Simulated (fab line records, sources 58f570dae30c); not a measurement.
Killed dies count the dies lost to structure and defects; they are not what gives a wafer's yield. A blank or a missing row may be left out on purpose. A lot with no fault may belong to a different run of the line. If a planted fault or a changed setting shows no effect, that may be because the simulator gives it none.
Split-lot trial    flow berkeleyCmos170    23 wafers read from 5 lots, route of 331 steps

ON THE SPLIT
At UCB170_M1_COAT_04 (resist thk 900 nm), the setting spinRpm was moved away from the recipe's 1500 rpm on 9 of the 23 wafers read, by -3.5% to +7.3%. This setting was run at the recipe's value on the other wafers.

The reading is taken at the split's own step.

THE READING
KrF_of_M1_COAT_04.thkNm (the simulator's own value, which no gauge read), in nm, at UCB170_M1_COAT_04 (resist thk 900 nm). No usual value for it is given in the file. Here, 14 wafers ran the recipe; their average is 899.7 nm with a standard deviation of 2.6 nm.

wafer   tool, chamber at the split  spinRpm as run, rpm  against the recipe  KrF_of_M1_COAT_04.thkNm, nm  against lot-mates on the recipe
L075.1  lithoTrack-04, 0            1500                 recipe              902.7                        -
L075.3  lithoTrack-04, 0            1500                 recipe              902.4                        -
L075.5  lithoTrack-04, 0            1500                 recipe              902.6                        -
L076.2  lithoTrack-04, 0            1448                 -3.5%               913.7                        +15.2
L076.3  lithoTrack-04, 0            1448                 -3.5%               914.4                        +15.9
L076.4  lithoTrack-04, 0            1500                 recipe              896.8                        -
L076.5  lithoTrack-04, 0            1500                 recipe              898.7                        -
L076.6  lithoTrack-04, 0            1500                 recipe              900.1                        -
L078.1  lithoTrack-02, 0            1500                 recipe              898.1                        -
L078.2  lithoTrack-02, 0            1500                 recipe              901                          -
L078.4  lithoTrack-02, 0            1500                 recipe              897.4                        -
L078.5  lithoTrack-02, 0            1461                 -2.6%               912.8                        +14.0
L078.6  lithoTrack-02, 0            1461                 -2.6%               911.9                        +13.1
L080.1  lithoTrack-02, 0            1609                 +7.3%               871.5                        -30.2
L080.2  lithoTrack-02, 0            1500                 recipe              901                          -
L080.3  lithoTrack-02, 0            1500                 recipe              901.5                        -
L080.4  lithoTrack-02, 0            1609                 +7.3%               869.5                        -32.2
L080.5  lithoTrack-02, 0            1500                 recipe              902.5                        -
L084.1  lithoTrack-04, 0            1569                 +4.6%               875.6                        -20.0
L084.2  lithoTrack-04, 0            1569                 +4.6%               874.5                        -21.1
L084.3  lithoTrack-04, 0            1500                 recipe              896.9                        -
L084.5  lithoTrack-04, 0            1569                 +4.6%               877.6                        -18.0
L084.6  lithoTrack-04, 0            1500                 recipe              894.4                        -

THE FIT
A straight line over all 23 wafers: KrF_of_M1_COAT_04.thkNm changes by -4.43 nm for each +1% of spinRpm; r = -0.98; the points scatter about the line by 2.7 nm.
The same after taking each lot's own level away (the mean of its wafers on the recipe; 23 wafers): -4.4 nm for each +1%; r = -1.00; scatter 1.3 nm.
The reading moves by 32 nm for the largest change in spinRpm, on that fit.
Measured against the standard deviation above, the lots' own levels, which go from 895.65 to 902.57 nm, span 2.7 times it.
The two slopes agree, so the slope changes little with the lot-to-lot level.
Check: -32.1 nm against its lot-mates is what the line predicts for one of the wafers moved furthest among these (+7.3%) when that wafer is left out of the fit. It came out at -30.2 nm against them.

OTHER SPLITS ON THESE WAFERS
Note: prior to the reading, these wafers also went through further splits. Each is held against what the fit with the lots' levels taken away leaves over:
other split on the same wafers      wafers away from the commonest value  r with KrF_of_M1_COAT_04.thkNm (lot level and that fit taken away)
UCB170_NSD_IMPLANT_08 energyKev     5                                     -0.02
UCB170_SILICIDE_SPUTTER_01 timeS    9                                     -0.16
UCB170_CONTACT_CVD_01 sih4FlowSccm  18                                    -0.11

THE FILE'S OWN FIT
KrF_of_M1_COAT_04.thkNm changes by -4.39 nm for each +1% of spinRpm, r = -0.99.
